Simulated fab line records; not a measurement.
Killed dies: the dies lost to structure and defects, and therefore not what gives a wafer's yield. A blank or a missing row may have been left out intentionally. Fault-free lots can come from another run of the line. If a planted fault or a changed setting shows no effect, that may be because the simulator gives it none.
fab line records	flow ritCmos
[record] lots = 5	wafers = 15	lastDay = 8
route steps=202 shown PLDD@116 SPACER@125 NSD@131 PSD@142 SDANNEAL@153 SILICIDE@161 M1@202
lots untouched by any fault: they come from a run of this same line in which no faults occurred
startH: the number of hours between the record's first day and the start of the first shown wafer of the lot	waitH: time in hours since the lot's previous step	" as in the row above	L1.1+2: one row covering several wafers at once	- no value present, or no start provided	* or withheld: withheld	< > ~ a bound
route shown NAME@n: a module of which the file shows steps, and the number in the route of the first	usual: mean/standard deviation of fault-free wafers	same: alike in all rows	chamber/n: place in a boat	sites: readings site by site	_std_site: the values' standard deviation	_edge_site: the outer-site mean with the inner-site mean subtracted	radiusMm: for every site, how far away it sits from the centre of the wafer	mask NAME#n: copy n	behind: the last tool/chamber to shape the wafer	hold: what put the lot on hold/how long, in hours/how the hold closed	device: whichever transistor did not switch (one of n, p or np)	end of line: the route-end tests of the same wafers	where a step has no rows: the recipe by itself	killed: dies that structure and defects cost at the first sort, which is not the same as the wafer's yield	map: a wafer's dies, marking killed ones x, the rest . and places with no die _
set.NAME: the run value of the setting; set.NAME@STEP: its run value at that earlier step	model.NAME: the simulator's own value behind a step, which no gauge read
lots at selected steps of the route; one table per step, one row per wafer
services: when a tool's chamber went out of use (startH, in hours from the record's first day, below 0 if earlier), for how many hours, and the reason
[[steps]]
[step RIT_PLDD_SOFTBAKE_02]
[recipe] resist = NOVOLAK	tempC = 90.77	timeS = 60
[step RIT_PLDD_EXPOSE_03]
[recipe] maskId = M8	na = 0.57	targetCdNm = 40900	doseMj = 250
[step RIT_PLDD_PEB_04]
[recipe] resist = NOVOLAK	tempC = withheld	timeS = withheld
[step RIT_PLDD_DEVELOP_05]
[recipe] resist = NOVOLAK	developTimeS = 50	devTempC = 23
[step RIT_PLDD_OVL_MEAS_06]
[usual] PLDD_OVL = 1.3/1.2
lot.wafer	tool	chamber	startH	waitH	PLDD_OVL[nm]
L550.2	overlay-02	-	61.71	-	2.0
L550.4	"	-	"	"	0.4
L550.6	"	-	"	"	0.6
L551.1	overlay-02	-	73.12	-	2.4
L551.4	"	-	"	"	3.0
L551.5	"	-	"	"	2.5
L559.1	overlay-01	-	111.52	-	1.1
L559.2	"	-	"	"	0.5
L559.5	"	-	"	"	1.6
L569.2	overlay-01	-	163.87	-	1.4
L569.3	"	-	"	"	1.2
L569.5	"	-	"	"	2.3
L570.3	overlay-02	-	169.61	-	2.4
L570.4	"	-	"	"	3.2
L570.6	"	-	"	"	1.3
[step RIT_PLDD_HARDBAKE_07]
[recipe] resist = NOVOLAK	tempC = 140	timeS = 60
[step RIT_PLDD_IMPLANT_08]
[recipe] species = BF2	energyKev = 20	doseCm2 = 9e+14	tiltDeg = 7
[step RIT_PLDD_STRIP_09]
[recipe] chemistry = O2	timeS = 180	resist = NOVOLAK	platenTempC = withheld	powerW = 500	pressureMtorr = 4000	o2FlowSccm = 4000
[usual] drypumpMotorCurrentA = 5.8/0.56
lot.wafer	tool	chamber	startH	waitH	drypumpMotorCurrentA	rfHoursCounterH
L550.2	plasmaAsher-03	0	62.04	0.1	6.2	37
L550.4	"	0	"	"	6.2	-
L550.6	"	1	"	"	5.5	-
L551.1	plasmaAsher-03	1	73.56	0.1	5.5	39
L551.4	"	1	"	"	5.5	-
L551.5	"	1	"	"	5.5	-
L559.1	plasmaAsher-03	0	111.85	0.1	6.2	43
L559.2	"	1	"	"	5.5	43
L559.5	"	1	"	"	5.5	-
L569.2	plasmaAsher-03	0	164.20	0.1	6.3	48
L569.3	"	1	"	"	5.5	-
L569.5	"	1	"	"	5.5	-
L570.3	plasmaAsher-02	1	169.99	0.1	6.6	-
L570.4	"	0	"	"	5.1	-
L570.6	"	0	"	"	5.1	-
[step RIT_PLDD_TW_MEAS_10]
[usual] PLDD_TW = 2334/18
lot.wafer	tool	chamber	startH	waitH	PLDD_TW
L550.2	filmMetro-01	-	62.23	0.1	2315
L550.4	"	-	"	"	2318
L550.6	"	-	"	"	2319
L551.1	filmMetro-04	-	73.73	0.1	2336
L551.4	"	-	"	"	2338
L551.5	"	-	"	"	2342
L559.1	filmMetro-01	-	112.03	0.1	2321
L559.2	"	-	"	"	2322
L559.5	"	-	"	"	2335
L569.2	filmMetro-01	-	164.39	0.1	2324
L569.3	"	-	"	"	2317
L569.5	"	-	"	"	2332
L570.3	filmMetro-02	-	170.12	0.1	2358
L570.4	"	-	"	"	2355
L570.6	"	-	"	"	2348
[step RIT_SPACER_CLEAN_00]
[recipe] chemistry = SC1	mix = 3:3:50	timeS = 600	tempC = 75
[step RIT_SPACER_CLEAN_01]
[recipe] chemistry = dHF	dilution = 50:1	timeS = 30
[step RIT_SPACER_CLEAN_02]
[recipe] chemistry = SC2	mix = 3:3:50	timeS = 600	tempC = 75	dry = n2Spin
[step RIT_SPACER_CVD_03]
[recipe] material = Si3N4	targetThkNm = 250	tempC = 810	precursor = SiH2Cl2/NH3	timeS = 3347	pressureMtorr = 300	sih2cl2FlowSccm = 60	nh3FlowSccm = 150
[usual] pressureMtorr = 299.8/0.56	sih2cl2FlowSccm = 60.01/0.19	spikeTcCentreC = 812.2/1.5
lot.wafer	tool	chamber	startH	waitH	pressureMtorr	sih2cl2FlowSccm	spikeTcCentreC	model.Si3N4_of_SPACER_CVD_03.thkNm
L550.2	lpcvd-01	0	62.65	0.0	299.6	59.97	813.1	250.5
L550.4	"	0	"	"	299.8	59.67	815.6	250.1
L550.6	"	0	"	"	300.1	60.06	813.4	251.4
L551.1	lpcvd-02	1	74.16	0.0	299.5	59.85	810.5	251.2
L551.4	"	1	"	"	299.4	59.75	811.7	251.5
L551.5	"	1	"	"	299.7	59.75	809.2	250.5
L559.1	lpcvd-02	0	112.47	0.0	299.6	90.38	811.2	285
L559.2	"	0	"	"	299.5	90.04	811.9	284.6
L559.5	"	0	"	"	300.0	90.30	810.8	284.8
L569.2	lpcvd-01	0	164.82	0.0	299.1	59.70	813.4	255.4
L569.3	"	0	"	"	300.1	60.08	812.3	254.3
L569.5	"	0	"	"	299.8	59.76	813.8	254.1
L570.3	lpcvd-01	1	170.53	0.0	298.9	59.96	815.0	251.1
L570.4	"	1	"	"	299.8	59.94	813.5	251.5
L570.6	"	1	"	"	299.9	60.15	814.2	251.4
[step RIT_SPACER_THK_MEAS_04]
[recipe] reads = Si3N4_of_SPACER_CVD_03
[usual] SPACER_NITRIDE_THK = 253.0/2.3
lot.wafer	tool	chamber	startH	waitH	SPACER_NITRIDE_THK[nm]
L550.2	filmMetro-03	-	64.57	0.0	250.5
L550.4	"	-	"	"	250.2
L550.6	"	-	"	"	251.5
L551.1	filmMetro-02	-	77.03	0.0	251.2
L551.4	"	-	"	"	251.4
L551.5	"	-	"	"	250.6
L559.1	filmMetro-02	-	114.39	0.0	285.0
L559.2	"	-	"	"	284.7
L559.5	"	-	"	"	284.9
L569.2	filmMetro-02	-	167.70	0.0	255.1
L569.3	"	-	"	"	254.3
L569.5	"	-	"	"	254.0
L570.3	filmMetro-03	-	173.43	0.0	251.2
L570.4	"	-	"	"	251.3
L570.6	"	-	"	"	251.7
[step RIT_SPACER_ETCHBACK_05]
[recipe] targetDepthA = 2500	SF6_flow_sccm = 30	CHF3_flow_sccm = 30	target = Si3N4	chemistry = SF6/CHF3	pressureMtorr = 40	rfW = 250	timeS = 240	stopOn = SiO2
[usual] drypumpMotorCurrentA = 5.6/0.4	oesProductAu = 0.857/0.012	throttleValvePct = 10.24/0.11
lot.wafer	tool	chamber	startH	waitH	drypumpMotorCurrentA	oesProductAu	rfHoursCounterH	throttleValvePct	model.etch.depthNm
L550.2	rieDiel-03	0	64.62	0.0	5.8	0.843	38	10.22	250.5
L550.4	"	1	"	"	5.4	0.846	145	10.39	250.1
L550.6	"	3	"	"	5.4	0.850	-	10.35	251.4
L551.1	rieDiel-03	1	77.09	0.1	5.4	0.857	146	10.37	251.2
L551.4	"	0	"	"	5.8	0.854	38	10.21	251.5
L551.5	"	1	"	"	5.4	0.854	-	10.40	250.5
L559.1	rieDiel-03	3	114.45	0.1	5.4	0.933	147	10.38	285
L559.2	"	1	"	"	5.4	0.931	147	10.41	284.6
L559.5	"	2	"	"	5.1	0.932	-	10.28	284.8
L569.2	rieDiel-02	1	167.75	0.0	5.6	0.859	120	10.27	255.4
L569.3	"	3	"	"	6.0	0.875	9	10.29	254.3
L569.5	"	2	"	"	5.8	0.845	-	10.05	254.1
L570.3	rieDiel-03	0	173.47	0.0	5.8	0.856	40	10.22	251.1
L570.4	"	1	"	"	5.4	0.852	-	10.40	251.5
L570.6	"	0	"	"	5.8	0.857	-	10.22	251.4
[step RIT_NSD_HMDS_00]
[recipe] primeTimeS = 60	primeTempC = 140
[step RIT_NSD_COAT_01]
[recipe] resist = NOVOLAK	spinRpm = 3250	resistThkNm = 1000
[step RIT_NSD_SOFTBAKE_02]
[recipe] resist = NOVOLAK	tempC = 90	timeS = 60
[step RIT_NSD_EXPOSE_03]
[recipe] maskId = M9	na = 0.57	targetCdNm = 40700	doseMj = 250
[step RIT_NSD_PEB_04]
[recipe] resist = NOVOLAK	tempC = withheld	timeS = withheld
[step RIT_NSD_DEVELOP_05]
[recipe] resist = NOVOLAK	developTimeS = 50	devTempC = 23
[step RIT_NSD_OVL_MEAS_06]
[usual] NSD_OVL = -0.9/1.4
lot.wafer	tool	chamber	startH	waitH	NSD_OVL[nm]
L550.2	overlay-02	-	65.63	-	0.3
L550.4	"	-	"	"	1.6
L550.6	"	-	"	"	-0.6
L551.1	overlay-01	-	78.09	-	-2.1
L551.4	"	-	"	"	-1.8
L551.5	"	-	"	"	-1.2
L559.1	overlay-02	-	115.57	-	0.0
L559.2	"	-	"	"	-1.5
L559.5	"	-	"	"	-0.1
L569.2	overlay-02	-	168.98	-	-0.1
L569.3	"	-	"	"	0.3
L569.5	"	-	"	"	0.8
L570.3	overlay-02	-	174.69	-	-0.1
L570.4	"	-	"	"	0.1
L570.6	"	-	"	"	0.6
[step RIT_NSD_HARDBAKE_07]
[recipe] resist = NOVOLAK	tempC = 140	timeS = 60
[step RIT_NSD_IMPLANT_08]
[recipe] species = P	energyKev = 25	doseCm2 = 1e+15	tiltDeg = 7
[step RIT_NSD_STRIP_09]
[recipe] chemistry = O2	timeS = 180	resist = NOVOLAK	platenTempC = withheld	powerW = 500	pressureMtorr = 4000	o2FlowSccm = 4000
[usual] drypumpMotorCurrentA = 5.7/0.38
lot.wafer	tool	chamber	startH	waitH	drypumpMotorCurrentA	rfHoursCounterH
L550.2	plasmaAsher-03	0	65.96	0.1	6.2	38
L550.4	"	1	"	"	5.5	-
L550.6	"	1	"	"	5.4	-
L551.1	plasmaAsher-01	0	78.43	0.1	5.1	29
L551.4	"	0	"	"	5.1	-
L551.5	"	1	"	"	5.7	-
L559.1	plasmaAsher-03	0	115.91	0.1	6.3	43
L559.2	"	1	"	"	5.4	43
L559.5	"	0	"	"	6.3	-
L569.2	plasmaAsher-01	0	169.31	0.1	5.1	39
L569.3	"	0	"	"	5.1	-
L569.5	"	0	"	"	5.1	-
L570.3	plasmaAsher-01	0	175.07	0.1	5.1	-
L570.4	"	1	"	"	5.8	-
L570.6	"	1	"	"	5.8	-
[step RIT_NSD_TW_MEAS_10]
[usual] NSD_TW = 3112/23
lot.wafer	tool	chamber	startH	waitH	NSD_TW
L550.2	filmMetro-02	-	66.14	0.1	3124
L550.4	"	-	"	"	3128
L550.6	"	-	"	"	3107
L551.1	filmMetro-01	-	78.60	0.1	3075
L551.4	"	-	"	"	3092
L551.5	"	-	"	"	3085
L559.1	filmMetro-04	-	116.08	0.1	3126
L559.2	"	-	"	"	3097
L559.5	"	-	"	"	3107
L569.2	filmMetro-04	-	169.50	0.1	3113
L569.3	"	-	"	"	3097
L569.5	"	-	"	"	3104
L570.3	filmMetro-02	-	175.21	0.1	3147
L570.4	"	-	"	"	3129
L570.6	"	-	"	"	3121
[step RIT_PSD_HMDS_00]
[recipe] primeTimeS = 60	primeTempC = 140
[step RIT_PSD_COAT_01]
[recipe] resist = NOVOLAK	spinRpm = 3250	resistThkNm = 1000
[step RIT_PSD_SOFTBAKE_02]
[recipe] resist = NOVOLAK	tempC = 90	timeS = 60
[step RIT_PSD_EXPOSE_03]
[recipe] maskId = M10	na = 0.57	targetCdNm = 40900	doseMj = 250
[step RIT_PSD_PEB_04]
[recipe] resist = NOVOLAK	tempC = withheld	timeS = withheld
[step RIT_PSD_DEVELOP_05]
[recipe] resist = NOVOLAK	developTimeS = 50	devTempC = 23
[step RIT_PSD_OVL_MEAS_06]
[usual] PSD_OVL = -0.4/1.3
lot.wafer	tool	chamber	startH	waitH	PSD_OVL[nm]
L550.2	overlay-02	-	67.17	-	0.2
L550.4	"	-	"	"	-0.6
L550.6	"	-	"	"	-0.7
L551.1	overlay-01	-	79.64	-	-1.2
L551.4	"	-	"	"	-0.3
L551.5	"	-	"	"	-1.6
L559.1	overlay-02	-	117.01	-	-0.8
L559.2	"	-	"	"	0.4
L559.5	"	-	"	"	1.2
L569.2	overlay-02	-	170.61	-	-2.6
L569.3	"	-	"	"	-0.9
L569.5	"	-	"	"	-0.9
L570.3	overlay-01	-	176.19	-	2.6
L570.4	"	-	"	"	0.6
L570.6	"	-	"	"	1.0
[step RIT_PSD_HARDBAKE_07]
[recipe] resist = NOVOLAK	tempC = 140	timeS = 60
[step RIT_PSD_IMPLANT_08]
[recipe] species = BF2	energyKev = 26.6	doseCm2 = 5e+15	tiltDeg = 7
[step RIT_PSD_STRIP_09]
[recipe] chemistry = O2	timeS = 180	resist = NOVOLAK	platenTempC = withheld	powerW = 500	pressureMtorr = 4000	o2FlowSccm = 4000
[usual] drypumpMotorCurrentA = 5.8/0.47
lot.wafer	tool	chamber	startH	waitH	drypumpMotorCurrentA	rfHoursCounterH
L550.2	plasmaAsher-02	1	67.54	0.1	6.6	44
L550.4	"	1	"	"	6.6	-
L550.6	"	0	"	"	5.1	-
L551.1	plasmaAsher-02	0	80.24	0.1	5.1	45
L551.4	"	0	"	"	5.1	-
L551.5	"	0	"	"	5.1	-
L559.1	plasmaAsher-03	0	117.35	0.1	6.3	44
L559.2	"	1	"	"	5.4	44
L559.5	"	1	"	"	5.5	-
L569.2	plasmaAsher-02	1	170.94	0.1	6.6	5
L569.3	"	0	"	"	5.1	-
L569.5	"	1	"	"	6.6	-
L570.3	plasmaAsher-04	0	176.58	0.1	5.9	-
L570.4	"	1	"	"	5.6	-
L570.6	"	0	"	"	5.9	-
[step RIT_PSD_TW_MEAS_10]
[usual] PSD_TW = 3409/30
lot.wafer	tool	chamber	startH	waitH	PSD_TW
L550.2	filmMetro-01	-	67.72	0.1	3370
L550.4	"	-	"	"	3363
L550.6	"	-	"	"	3373
L551.1	filmMetro-02	-	80.41	0.1	3431
L551.4	"	-	"	"	3439
L551.5	"	-	"	"	3452
L559.1	filmMetro-02	-	117.52	0.1	3429
L559.2	"	-	"	"	3420
L559.5	"	-	"	"	3438
L569.2	filmMetro-02	-	171.12	0.1	3420
L569.3	"	-	"	"	3419
L569.5	"	-	"	"	3421
L570.3	filmMetro-01	-	176.71	0.1	3357
L570.4	"	-	"	"	3355
L570.6	"	-	"	"	3372
[step RIT_SDANNEAL_CLEAN_00]
[recipe] chemistry = SC1	mix = 3:3:50	timeS = 600	tempC = 75
[step RIT_SDANNEAL_CLEAN_01]
[recipe] chemistry = dHF	dilution = 50:1	timeS = 30
[step RIT_SDANNEAL_CLEAN_02]
[recipe] chemistry = SC2	mix = 3:3:50	timeS = 600	tempC = 75	dry = n2Spin
[step RIT_SDANNEAL_RTA_03]
[recipe] tempC = 1050	timeS = 5	idleTempC = 600	rampUpCPerS = 342	rampDownCPerS = 171	coolToC = 600	ambient = N2
[usual] rampUpCPerS = 342.01/0.065	wafer_temp_C_max = 1053.6/1.3
lot.wafer	tool	chamber	startH	waitH	rampUpCPerS	wafer_temp_C_max
L550.2	rtpAnneal-01	0	68.18	0.0	342.00	1053.9
L550.4	"	0	"	"	342.04	1055.3
L550.6	"	0	"	"	341.95	1053.4
L551.1	rtpAnneal-02	0	80.87	0.0	342.00	1055.0
L551.4	"	0	"	"	341.91	1051.9
L551.5	"	0	"	"	342.00	1052.9
L559.1	rtpAnneal-02	0	117.95	0.0	341.98	1054.0
L559.2	"	0	"	"	342.05	1050.4
L559.5	"	0	"	"	341.95	1052.3
L569.2	rtpAnneal-01	0	171.55	0.0	342.11	1054.2
L569.3	"	0	"	"	341.98	1053.5
L569.5	"	0	"	"	342.07	1054.8
L570.3	rtpAnneal-01	0	177.17	0.0	341.98	1053.0
L570.4	"	0	"	"	341.98	1055.6
L570.6	"	0	"	"	342.03	1054.1
[step RIT_SDANNEAL_RS_MEAS_04]
[recipe] thkMeasGauge = four-point-probe
[usual] PSD_RS = 116.83/0.28
lot.wafer	tool	chamber	startH	waitH	PSD_RS[ohm/sq]
L550.2	filmMetro-04	-	68.25	0.1	116.44
L550.4	"	-	"	"	116.32
L550.6	"	-	"	"	116.26
L551.1	filmMetro-04	-	80.93	0.0	116.96
L551.4	"	-	"	"	116.76
L551.5	"	-	"	"	116.68
L559.1	filmMetro-04	-	118.01	0.0	117.01
L559.2	"	-	"	"	117.23
L559.5	"	-	"	"	117.06
L569.2	filmMetro-01	-	171.62	0.1	117.08
L569.3	"	-	"	"	116.87
L569.5	"	-	"	"	116.67
L570.3	filmMetro-04	-	177.25	0.1	116.71
L570.4	"	-	"	"	116.44
L570.6	"	-	"	"	116.26
[step RIT_SILICIDE_WET_ETCH_00]
[recipe] chemistry = BOE	target = SiO2	targetDepthNm = 14	timeS = 15	dry = n2Spin	dilution = 10:1	tempC = 21.5
lot.wafer	tool	chamber	startH	waitH	model.Si3N4_of_SPACER_CVD_03.thkNm
L550.2	wetBench-03	3	68.71	0.1	194.5
L550.4	"	3	"	"	196.6
L550.6	"	3	"	"	197.1
L551.1	wetBench-03	3	81.41	0.1	197.3
L551.4	"	3	"	"	195
L551.5	"	3	"	"	196.5
L559.1	wetBench-03	0	118.49	0.1	223.1
L559.2	"	0	"	"	223.7
L559.5	"	0	"	"	223.4
L569.2	wetBench-01	2	172.08	0.1	198.4
L569.3	"	2	"	"	197
L569.5	"	2	"	"	196.8
L570.3	wetBench-03	3	177.69	0.1	194.8
L570.4	"	3	"	"	196.9
L570.6	"	3	"	"	195.2
[step RIT_M1_PROBE_99]
[usual] killedAtFrontEnd = 7.0/2.8	killedDies = 7.0/2.8	killedOpen = 3.4/1.9	killedShort = 3.6/2
[same] grossDies = 264	killed_at_M0_to_M3 = 0	killed_at_M4_up = 0	killedAtBackSide = 0	killedAtContacts = 0	killedAtOther = 0
lot.wafer	tool	chamber	startH	waitH	killedAtFrontEnd	killedDies	killedOpen	killedShort	model.etest.pplusSal.widthNm	model.etest.nplusSal.widthNm	model.etest.nmos_0p15.rOnOhmUm	model.etest.nwellPinched.rsOhmSq	model.etest.pwellPinched.rsOhmSq	model.etest.nmos_0p3.driveUaUm	model.etest.contactNplus.endOhmUm	model.etest.fieldPMetal.vtV
L550.2	prober-01	-	75.67	0.1	7	7	4	3	3451	3427	1217	340	467.6	212.5	42.4	-28.91
L550.4	prober-01	-	75.77	0.2	5	5	2	3	3408	3415	1164	333.2	452.3	209.9	42.68	-29.67
L550.6	prober-01	-	75.87	0.2	10	10	5	5	3418	3432	1197	332.9	459	206.6	43.74	-29.5
L551.1	prober-02	-	88.51	0.1	5	5	3	2	3413	3425	1134	332.3	455.7	223.1	41.81	-29.33
L551.4	prober-02	-	88.66	0.2	6	6	3	3	3445	3457	1166	344.2	468.5	225.6	41.87	-29.04
L551.5	prober-02	-	88.71	0.2	6	6	4	2	3426	3417	1138	333.7	454.8	227.7	41.63	-29.58
L559.1	prober-02	-	125.31	0.1	11	11	7	3	3360	3348	1062	315.5	441.4	216.2	37.44	-30.6
L559.2	prober-02	-	125.36	0.1	8	8	4	4	3384	3373	1080	314.3	439.7	211.2	38.63	-31.76
L559.5	prober-02	-	125.51	0.2	9	9	5	4	3356	3369	1076	316.6	440.2	211.7	38.25	-31.74
L569.2	prober-01	-	179.28	0.1	5	5	3	2	3443	3453	1097	335.9	459.9	231.7	43.2	-29.04
L569.3	prober-01	-	179.33	0.2	9	9	2	7	3439	3448	1142	339.8	461.1	224.3	43.39	-28.59
L569.5	prober-01	-	179.43	0.2	8	8	5	3	3444	3462	1142	336.9	470.6	220.5	41.37	-29.16
L570.3	prober-01	-	184.78	0.2	5	5	0	5	3474	3460	1213	347.1	471.3	223.5	43.37	-28.94
L570.4	prober-01	-	184.83	0.2	3	3	1	2	3434	3428	1163	337.9	464.8	223.2	42.61	-29.58
L570.6	prober-01	-	184.93	0.2	4	4	2	2	3455	3457	1210	343.8	466.2	223.2	43.51	-28.97
// killed by level:class
L550.2 FOX2:geometricParticle:short=2 SILICIDE:geometricParticle:open=2 FOX1:geometricParticle:open=1 GATE:geometricParticle:short=1 SPACER:geometricParticle:open=1
L550.4 GATE:geometricParticle:open=2 FOX1:geometricParticle:short=1 FOX2:geometricParticle:short=1 REOX:geometricParticle:short=1
L550.6 GATE:geometricParticle:short=4 GATE:geometricParticle:open=3 FOX1:geometricParticle:open=1 FOX2:geometricParticle:open=1 FOX2:geometricParticle:short=1
L551.1 SPACER:geometricParticle:open=2 FOX1:geometricParticle:open=1 GATE:geometricParticle:short=1 REOX:geometricParticle:short=1
L551.4 GATE:geometricParticle:open=2 FOX1:geometricParticle:short=1 FOX2:geometricParticle:short=1 SPACER:geometricParticle:open=1 SPACER:geometricParticle:short=1
L551.5 REOX:geometricParticle:open=2 FOX2:geometricParticle:open=1 GATE:geometricParticle:short=1 REOX:geometricParticle:short=1 SPACER:geometricParticle:open=1
L559.1 GATE:geometricParticle:open=3 REOX:geometricParticle:open=3 GATE:geometricParticle:short=2 SILICIDE:geometricParticle:open=1 SILICIDE:geometricParticle:short=1 SPACER:areaEtchback=1
L559.2 GATE:geometricParticle:short=2 REOX:geometricParticle:open=2 GATE:geometricParticle:open=1 REOX:geometricParticle:short=1 SPACER:geometricParticle:short=1 SPACER:geometricParticle:open=1
L559.5 GATE:geometricParticle:short=3 GATE:geometricParticle:open=2 FOX2:geometricParticle:open=1 SPACER:geometricParticle:open=1 SPACER:geometricParticle:short=1 SILICIDE:geometricParticle:open=1
L569.2 FOX1:geometricParticle:short=1 GATE:geometricParticle:open=1 REOX:geometricParticle:open=1 SPACER:geometricParticle:open=1 SPACER:geometricParticle:short=1
L569.3 GATE:geometricParticle:short=4 FOX1:geometricParticle:short=2 GATE:geometricParticle:open=2 SPACER:geometricParticle:short=1
L569.5 GATE:geometricParticle:open=3 FOX1:geometricParticle:open=2 GATE:geometricParticle:short=2 SPACER:geometricParticle:short=1
L570.3 FOX1:geometricParticle:short=1 FOX2:geometricParticle:short=1 GATE:geometricParticle:short=1 REOX:geometricParticle:short=1 SILICIDE:geometricParticle:short=1
L570.4 FOX1:geometricParticle:open=1 GATE:geometricParticle:short=1 SPACER:geometricParticle:short=1
L570.6 GATE:geometricParticle:short=1 GATE:geometricParticle:open=1 REOX:geometricParticle:open=1 SPACER:geometricParticle:short=1
[[services]]
tool	chamber	startH	hours	kind
rieDiel-02	0	101.08	-	clean
rieDiel-02	0	101.08	14.1	scheduledDown
rieDiel-02	0	101.08	14.1	ventCycle
plasmaAsher-02	-	108.75	9.0	pm
plasmaAsher-02	0	108.75	11.4	ventCycle
plasmaAsher-02	1	108.75	11.4	ventCycle
plasmaAsher-02	-	116.00	4.1	repair
plasmaAsher-02	0	117.75	-	clean
plasmaAsher-02	1	117.75	-	clean
lpcvd-01	-	122.21	2.8	pm
rieDiel-02	0	129.28	2.8	repair
plasmaAsher-01	-	132.24	3.4	repair
plasmaAsher-02	-	149.27	3.2	repair
rieDiel-03	3	161.05	-	clean
rieDiel-03	3	161.05	18.5	scheduledDown
rieDiel-03	3	161.05	18.5	ventCycle
lpcvd-02	-	166.71	0.7	repair
[[key]]
[firstSign] step = RIT_SPACER_CVD_03	reading = sih2cl2FlowSccm	direction = up	sigmas = 99+	usual = 60.01	struck = 90.24
[effect] step = RIT_SPACER_THK_MEAS_04	reading = SPACER_NITRIDE_THK	direction = up	sigmas = 14	usual = 253.0	struck = 284.9
[effect] step = RIT_SPACER_ETCHBACK_05	reading = oesProductAu	direction = up	sigmas = 6.5	usual = 0.857	struck = 0.932
[modelEffect] step = RIT_SPACER_CVD_03	value = Si3N4_of_SPACER_CVD_03.thkNm	without = 248.6	struck = 284.8
[modelEffect] step = RIT_SPACER_ETCHBACK_05	value = etch.depthNm	without = 248.6	struck = 284.8
[modelEffect] step = RIT_SILICIDE_WET_ETCH_00	value = Si3N4_of_SPACER_CVD_03.thkNm	without = 194.8	struck = 223.4
[modelEffect] step = RIT_M1_PROBE_99	value = etest.pplusSal.widthNm	without = 3443	struck = 3367
metAt RIT_SPACER_CVD_03
struckWafers L559.1,L559.2,L559.5
testerLeftOut L559
[fault] kind = processParameterDrift	tool = lpcvd-02	chamber = 0	onsetH = 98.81	steps = RIT_SPACER_CVD_03	channel = sih2cl2FlowSccm	offset = 30	shape = step	endH = 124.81	actsIn = theseRecipesOnly	stated = 60
// testerLeftOut: of these lots the tester's yield and bins aren't shown, on N5 and GAA mostly nor the transistor test; their killed dies are dies lost to structure and defects alone, not to doping, threshold or leakage, so they don't give the yield
